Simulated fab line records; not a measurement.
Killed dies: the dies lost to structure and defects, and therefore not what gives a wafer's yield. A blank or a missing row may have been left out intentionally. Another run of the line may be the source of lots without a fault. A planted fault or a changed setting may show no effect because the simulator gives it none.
Which tool did it?	flow berkeleyCmos170	12 lots with 34 wafers sampled at 5 steps, on a route of 331 steps

## WHAT THE GAUGES READ, wafer by wafer
UCB170_M2_RS_MEAS_02: the measuring method here is four-point-probe. Usual: M2_AL_RS gives 0.0322 ohm/sq (standard deviation 0.00049).
lot	measured	on	M2_AL_RS (ohm/sq)	flag
L342	day 7 06:46	filmMetro-01	0.0317 0.0324 0.0316	
L343	day 7 17:07	filmMetro-01	0.0320 0.0323 0.0321	
L344	day 8 05:17	filmMetro-04	0.0319 0.0318 0.0323	
L345	day 8 16:19	filmMetro-01	0.0320 0.0320 0.0321	
L346	day 8 16:33	filmMetro-03	0.0321 0.0330 0.0329	
L347	day 8 17:15	filmMetro-04	0.0318 0.0326 0.0326	
L352	day 9 10:37	filmMetro-01	0.0321 0.0327 0.0322	
L354	day 10 00:34	filmMetro-01	0.0331	
L355	day 10 16:38	filmMetro-03	0.0313 0.0314 0.0315	
L359	day 11 03:19	filmMetro-03	0.0316 0.0326 0.0316	
L362	day 11 10:14	filmMetro-01	0.0319 0.0326 0.0324	
L363	day 12 06:38	filmMetro-03	0.0317 0.0319 0.0325	

UCB170_V2_THK_MEAS_01. Usual: V2_TEOS_THK gives 1996 nm (standard deviation 33).
lot	measured	on	V2_TEOS_THK (nm)	flag
L342	day 7 09:53	filmMetro-02	1986 2055 2039	
L343	day 7 19:49	filmMetro-04	1954 1993 1998	
L344	day 8 08:28	filmMetro-02	2027 1996 2014	
L345	day 8 20:33	filmMetro-04	2003 1972 2044	
L346	day 8 21:28	filmMetro-04	1924 1984 2025	
L347	day 8 21:16	filmMetro-02	1966 2035 2001	
L352	day 9 13:19	filmMetro-01	2313 2011 2356	OFF
L354	day 10 08:01	filmMetro-02	2348	OFF
L355	day 10 19:48	filmMetro-04	1960 1994 2010	
L359	day 11 05:58	filmMetro-01	2015 2022 2029	
L362	day 11 14:02	filmMetro-04	1983 2036 2043	
L363	day 12 09:22	filmMetro-04	1987 1969 2016	

UCB170_M3_THK_MEAS_03: measures by xrf. Usual: M3_AL_THK gives 895 nm (standard deviation 12).
lot	measured	on	M3_AL_THK (nm)	flag
L342	day 7 12:16	filmMetro-02	911 898 897	
L343	day 8 00:07	filmMetro-04	896 894 919	
L344	day 8 10:58	filmMetro-04	875 884 880	
L345	day 8 23:35	filmMetro-02	880 901 887	
L346	day 9 00:40	filmMetro-04	892 903 890	
L347	day 9 00:12	filmMetro-03	891 902 894	
L352	day 9 15:52	filmMetro-02	907 913 906	
L354	day 10 10:44	filmMetro-02	908	
L355	day 10 23:17	filmMetro-02	894 909 890	
L359	day 11 08:45	filmMetro-04	884 899 892	
L362	day 11 16:38	filmMetro-02	900 906 899	
L363	day 12 12:02	filmMetro-03	883 887 887	

## WHAT TOOL EACH LOT RAN ON (gives the tool, then ch and the chambers of the sampled wafers, and finally the start)
lot	UCB170_V1_CVD_00	UCB170_V2_CVD_00
L342	pecvd-01 ch 0,2, day 7 02:52	pecvd-01 ch 0,1,2, day 7 09:44
L343	pecvd-03 ch 1,2, day 7 13:58	pecvd-01 ch 1,2, day 7 19:39
L344	pecvd-04 ch 0,1,2, day 7 22:43	pecvd-03 ch 0,1,2, day 8 08:21
L345	pecvd-03 ch 0,1,2, day 8 13:35	pecvd-02 ch 0,1, day 8 20:23
L346	pecvd-04 ch 0,2, day 8 13:35	pecvd-02 ch 0,1,2, day 8 21:18
L347	pecvd-03 ch 0,1,2, day 8 13:45	pecvd-03 ch 0,2, day 8 21:07
L352	pecvd-04 ch 0,1,2, day 9 06:55	pecvd-02 ch 0,1, day 9 13:09
L354	pecvd-01 ch 1, day 9 20:49	pecvd-02 ch 0, day 10 07:53
L355	pecvd-04 ch 0,2, day 10 13:15	pecvd-01 ch 0,1, day 10 19:39
L359	pecvd-04 ch 1,2, day 11 00:47	pecvd-01 ch 0,1,2, day 11 05:49
L362	pecvd-01 ch 0,1, day 11 06:32	pecvd-01 ch 1,2, day 11 13:52
L363	pecvd-01 ch 0,1,2, day 12 02:17	pecvd-03 ch 0,1,2, day 12 09:13
- UCB170_V1_CVD_00: deposits SiO2 from TEOS/O2, target thk 2000 nm, time 250 s.
- UCB170_V2_CVD_00: deposits SiO2 from TEOS/O2, target thk 2000 nm, time 250 s.

## WHAT THE TOOLS THEMSELVES READ (means of the sampled wafers that have a number; where no wafer has one, the mark that the record gives instead)
UCB170_V1_CVD_00. Usual: heaterPowerW 258 W, standard deviation 54; runLengthS 278.1 s, standard deviation 0.49.
lot	tool	heaterPowerW (W)	runLengthS (s)	flag
L342	pecvd-01	286	278.6	
L343	pecvd-03	261	277.9	
L344	pecvd-04	195	278.1	
L345	pecvd-03	260	277.8	
L346	pecvd-04	261	278.0	
L347	pecvd-03	290	277.8	
L352	pecvd-04	253	278.2	
L354	pecvd-01	296	277.7	
L355	pecvd-04	236	278.7	
L359	pecvd-04	264	277.4	
L362	pecvd-01	267	278.3	
L363	pecvd-01	298	278.5	

UCB170_V2_CVD_00. Usual: heaterPowerW 250 W, standard deviation 48; runLengthS 278.1 s, standard deviation 0.48.
lot	tool	heaterPowerW (W)	runLengthS (s)	flag
L342	pecvd-01	260	278.1	
L343	pecvd-01	270	278.1	
L344	pecvd-03	284	277.7	
L345	pecvd-02	258	278.5	
L346	pecvd-02	197	278.3	
L347	pecvd-03	250	277.4	
L352	pecvd-02	252	306.5	OFF
L354	pecvd-02	271	319.6	OFF
L355	pecvd-01	251	278.0	
L359	pecvd-01	315	278.0	
L362	pecvd-01	273	278.6	
L363	pecvd-03	243	277.5	

## THE ANSWER, worked out from the rows above alone
Rule: a lot is off if the mean of its wafers that have a number lies more than 3 standard deviations from the usual mean. Also off: a lot with no number at a reading for which 4 or more lots have one. All remaining lots with rows at the step are treated as sound. Order of review: gauges by route order, followed by the tools' own readings, for which a lot's mean as printed above is used. At the first step where some lot is off, the reading lying furthest off is the one used; lots without a number count as furthest.
Off: at UCB170_V2_THK_MEAS_01 (V2_TEOS_THK), L352, L354.
If a tool, at a process step before that reading, ran all the lots that are off and no sound lot after the first of them, it fits. Not tried: the gauges at UCB170_V2_THK_MEAS_01; whatever is off there is also off at UCB170_V2_CVD_00, on other tools, and gauge error can't account for it. One candidate fits, namely pecvd-02 at UCB170_V2_CVD_00. A fault onset in the window from L346 (day 8 21:18, its last sound lot) to L352 (day 9 13:09, its first lot off) fits.
On the lots that are off, the tool's own readings at UCB170_V2_CVD_00 differ by more than 5 times the standard deviation of the sound lots' means, which bears it out; runLengthS reads 313.1 s there versus 278.0 s on the sound lots.

## WHAT HAD BEEN PUT IN BY THE SIMULATOR
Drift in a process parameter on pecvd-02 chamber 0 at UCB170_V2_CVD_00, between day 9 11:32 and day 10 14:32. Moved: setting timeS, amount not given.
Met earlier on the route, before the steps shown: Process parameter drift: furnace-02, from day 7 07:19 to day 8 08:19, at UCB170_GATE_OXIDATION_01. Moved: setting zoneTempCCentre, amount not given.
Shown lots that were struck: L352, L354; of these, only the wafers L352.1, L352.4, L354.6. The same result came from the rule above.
